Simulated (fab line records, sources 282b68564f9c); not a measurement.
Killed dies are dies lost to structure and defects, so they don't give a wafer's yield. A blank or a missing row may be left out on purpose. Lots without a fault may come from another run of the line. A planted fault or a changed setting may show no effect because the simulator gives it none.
A struck lot beside a sound one | flow rit_cmos | 43 steps out of a route of 202
Sound: wafers L954.1, L954.2, L954.6. Struck: wafers L968.3, L968.5. (L968.4 of the same lot was not struck and is left out.) The cause comes at the end.
At each step with rows: each side's tool, then ch and its chambers, then its first start. Under that, the readings that differ: sound wafers | struck wafers | difference of the means | sigmas: that difference in standard deviations of wafers without a fault.
alike: readings whose means differ by less than 2 such deviations, and words and numbers that are the same on both sides. not compared: withheld readings, readings that some wafer has no value for, bounds like >300 that may hide the same value, and numbers for which the record gives no deviation and whose values overlap.
The two part at a step that has a row with sigmas, a row that says differs or no value, or rows on one side only. Numbers that don't overlap but have no deviation are shown without sigmas and don't part them. A reading that every wafer of one side lacks parts them only if that side has two wafers or more.

first, 1 step without rows for these wafers: RIT_NWELL_IMPLANT_08.
RIT_NWELL_STRIP_09: strips in O2, time 180 s.
  sound on plasma_asher-02 ch 0,1, day 1 21:05; struck on plasma_asher-02 ch 0,1, day 4 19:59
  alike: drypump_motor_current_A
  not compared: rf_hours_counter_h
RIT_NWELL_TW_MEAS_10:
  sound on film_metro-04, day 1 21:16; struck on film_metro-03, day 4 20:07
  alike: NWELL_TW
then, 6 steps without rows for these wafers: RIT_PWELL_HMDS_00 (prime time 60 s); RIT_PWELL_COAT_01 (resist thk 1300 nm); RIT_PWELL_SOFTBAKE_02 (time 60 s); RIT_PWELL_EXPOSE_03 (exposes mask M3, target cd 43700 nm); RIT_PWELL_PEB_04; RIT_PWELL_DEVELOP_05 (develop time 68 s).
RIT_PWELL_OVL_MEAS_06:
  sound on overlay-02, day 1 22:20; struck on overlay-02, day 4 21:03
  alike: PWELL_OVL
then, 2 steps without rows for these wafers: RIT_PWELL_HARDBAKE_07 (time 120 s); RIT_PWELL_IMPLANT_08.
RIT_PWELL_STRIP_09: strips in O2, time 180 s.
  sound on plasma_asher-01 ch 0,1, day 1 22:46; struck on plasma_asher-02 ch 0, day 4 21:32
  alike: drypump_motor_current_A
  not compared: rf_hours_counter_h
RIT_PWELL_TW_MEAS_10:
  sound on film_metro-01, day 1 22:56; struck on film_metro-04, day 4 21:40
  alike: PWELL_TW
then, 1 step without rows for these wafers: RIT_WELLDRIVE_ANNEAL_00 (time 14700 s).
RIT_WELLDRIVE_RS_MEAS_01: measures by four-point-probe.
  sound on film_metro-03, day 2 04:24; struck on film_metro-03, day 5 02:50
  reading           | sound             | struck      | difference | sigmas
  NWELL_RS (ohm/sq) | 275.8 276.2 276.8 | 274.1 273.9 | -2.3       | -3
RIT_WELLDRIVE_RS_MEAS_02: measures by four-point-probe.
  sound on film_metro-03, day 2 04:31; struck on film_metro-03, day 5 02:57
  alike: PWELL_RS
then, 6 steps without rows for these wafers: RIT_NRETRO_HMDS_00 (prime time 60 s); RIT_NRETRO_COAT_01 (resist thk 1300 nm); RIT_NRETRO_SOFTBAKE_02 (time 60 s); RIT_NRETRO_EXPOSE_03 (exposes mask M4, target cd 43900 nm); RIT_NRETRO_PEB_04; RIT_NRETRO_DEVELOP_05 (develop time 68 s).
RIT_NRETRO_OVL_MEAS_06:
  sound on overlay-01, day 2 05:31; struck on overlay-01, day 5 03:56
  alike: NRETRO_OVL
then, 2 steps without rows for these wafers: RIT_NRETRO_HARDBAKE_07 (time 120 s); RIT_NRETRO_IMPLANT_08.
RIT_NRETRO_STRIP_09: strips in O2, time 180 s.
  sound on plasma_asher-03 ch 0,1, day 2 05:58; struck on plasma_asher-01 ch 0, day 5 04:25
  alike: drypump_motor_current_A
  not compared: rf_hours_counter_h
RIT_NRETRO_TW_MEAS_10:
  sound on film_metro-04, day 2 06:08; struck on film_metro-04, day 5 04:32
  alike: NRETRO_TW
then, 6 steps without rows for these wafers: RIT_PRETRO_HMDS_00 (prime time 60 s); RIT_PRETRO_COAT_01 (resist thk 1300 nm); RIT_PRETRO_SOFTBAKE_02 (time 60 s); RIT_PRETRO_EXPOSE_03 (exposes mask M5, target cd 43700 nm); RIT_PRETRO_PEB_04; RIT_PRETRO_DEVELOP_05 (develop time 68 s).
RIT_PRETRO_OVL_MEAS_06:
  sound on overlay-02, day 2 07:05; struck on overlay-01, day 5 05:29
  alike: PRETRO_OVL
then, 2 steps without rows for these wafers: RIT_PRETRO_HARDBAKE_07 (time 120 s); RIT_PRETRO_IMPLANT_08.
RIT_PRETRO_STRIP_09: strips in O2, time 180 s.
  sound on plasma_asher-02 ch 0,1, day 2 07:49; struck on plasma_asher-04 ch 0,1, day 5 05:58
  alike: drypump_motor_current_A
  not compared: rf_hours_counter_h
RIT_PRETRO_TW_MEAS_10:
  sound on film_metro-02, day 2 07:59; struck on film_metro-02, day 5 06:06
  alike: PRETRO_TW
then, 3 steps without rows for these wafers: RIT_GATE_WET_ETCH_00 (etches SiO2 in BOE, target depth 56 nm, time 60 s); RIT_GATE_CLEAN_01 (cleans in SC1, time 600 s); RIT_GATE_CLEAN_02 (cleans in dHF, time 30 s).
RIT_M1_PROBE_99:
  sound on prober-02, day 3 09:58; struck on prober-02, day 6 08:46
  reading             | sound | struck | difference | sigmas
  killed_at_front_end | 7 3 5 | 34 31  | +28        | +10
  killed_dies         | 7 3 6 | 34 31  | +27        | +10
  alike: killed_at_contacts, killed_open, killed_short

WHERE THEY PART
First at RIT_WELLDRIVE_RS_MEAS_01; last, within this record, at RIT_M1_PROBE_99.

WHY: what the simulator had put in
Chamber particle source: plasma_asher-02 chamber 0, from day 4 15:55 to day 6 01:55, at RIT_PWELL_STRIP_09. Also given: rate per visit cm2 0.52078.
